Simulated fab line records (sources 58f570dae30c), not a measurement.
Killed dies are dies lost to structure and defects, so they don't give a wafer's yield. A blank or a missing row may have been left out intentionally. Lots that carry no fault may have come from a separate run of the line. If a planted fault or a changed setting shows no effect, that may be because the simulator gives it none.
Split-lot experiment    flow berkeley cmos170    23 wafers read across 5 lots, on a route 331 steps long

ON THE SPLIT
At UCB170_SACOX_OXIDATION_01 (target thk 14.4 nm, ox time 2400 s), the setting temp c was moved away from the recipe's 900 C on 15 of the 23 wafers read, by -3.0% to -2.1%. This setting was run at the recipe's value on the other wafers.

The file shows no step between the split and the reading.

THE READING
At UCB170_SACOX_THK_MEAS_02: SACOX_OXIDE_THK, given in nm. Typical for fault-free wafers on this fab line: 14.47 nm, with standard deviation 0.25 nm.

wafer   tool, chamber at the split  temp c as run, C  against the recipe  SACOX_OXIDE_THK, nm  against lot-mates on the recipe
L074.1  -, -                        881.2             -2.1%               11.73                no lot-mate on the recipe
L074.2  -, -                        881.2             -2.1%               11.49                no lot-mate on the recipe
L074.3  -, -                        881.2             -2.1%               11.64                no lot-mate on the recipe
L074.4  -, -                        881.2             -2.1%               11.93                no lot-mate on the recipe
L074.6  -, -                        881.2             -2.1%               11.69                no lot-mate on the recipe
L077.1  -, -                        900               recipe              14.52                -
L077.2  -, -                        900               recipe              14.51                -
L077.3  -, -                        900               recipe              14.73                -
L077.4  -, -                        900               recipe              14.59                -
L077.5  -, -                        900               recipe              14.72                -
L082.1  -, -                        880.4             -2.2%               12.09                no lot-mate on the recipe
L082.2  -, -                        880.4             -2.2%               11.87                no lot-mate on the recipe
L082.3  -, -                        880.4             -2.2%               11.87                no lot-mate on the recipe
L082.5  -, -                        880.4             -2.2%               11.80                no lot-mate on the recipe
L082.6  -, -                        880.4             -2.2%               11.89                no lot-mate on the recipe
L083.1  -, -                        873.3             -3.0%               10.64                no lot-mate on the recipe
L083.2  -, -                        873.3             -3.0%               10.94                no lot-mate on the recipe
L083.3  -, -                        873.3             -3.0%               10.84                no lot-mate on the recipe
L083.5  -, -                        873.3             -3.0%               11.02                no lot-mate on the recipe
L083.6  -, -                        873.3             -3.0%               10.80                no lot-mate on the recipe
L085.2  furnace-03, 0               900               recipe              14.45                -
L085.4  furnace-03, 0               900               recipe              14.46                -
L085.5  furnace-03, 0               900               recipe              14.51                -

FIT RESULTS
A straight line over all 23 wafers: SACOX_OXIDE_THK changes by +1.27 nm for each +1% of temp c; r = +0.99; the points scatter about the line by 0.17 nm.
Too few moved wafers with a lot-mate on the recipe to fit a line net of each lot's own level.

THE WHOLE CHAIN: every reading that the file lists as answering this split, in the file's order
step                       what it does                        reading                                                                             change (the file's fit)               r (the file's)
UCB170_SACOX_OXIDATION_01  target thk 14.4 nm, ox time 2400 s  SiO2_of_SACOX_OXIDATION_01.thk nm (the simulator's own value, which no gauge read)  +1.27 nm for each +1% of the setting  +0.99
UCB170_SACOX_THK_MEAS_02                                       SACOX_OXIDE_THK                                                                     +1.27 for each +1% of the setting     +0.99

FILE'S OWN FIT
SACOX_OXIDE_THK changes by +1.27 nm for each +1% of temp c, r = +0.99.
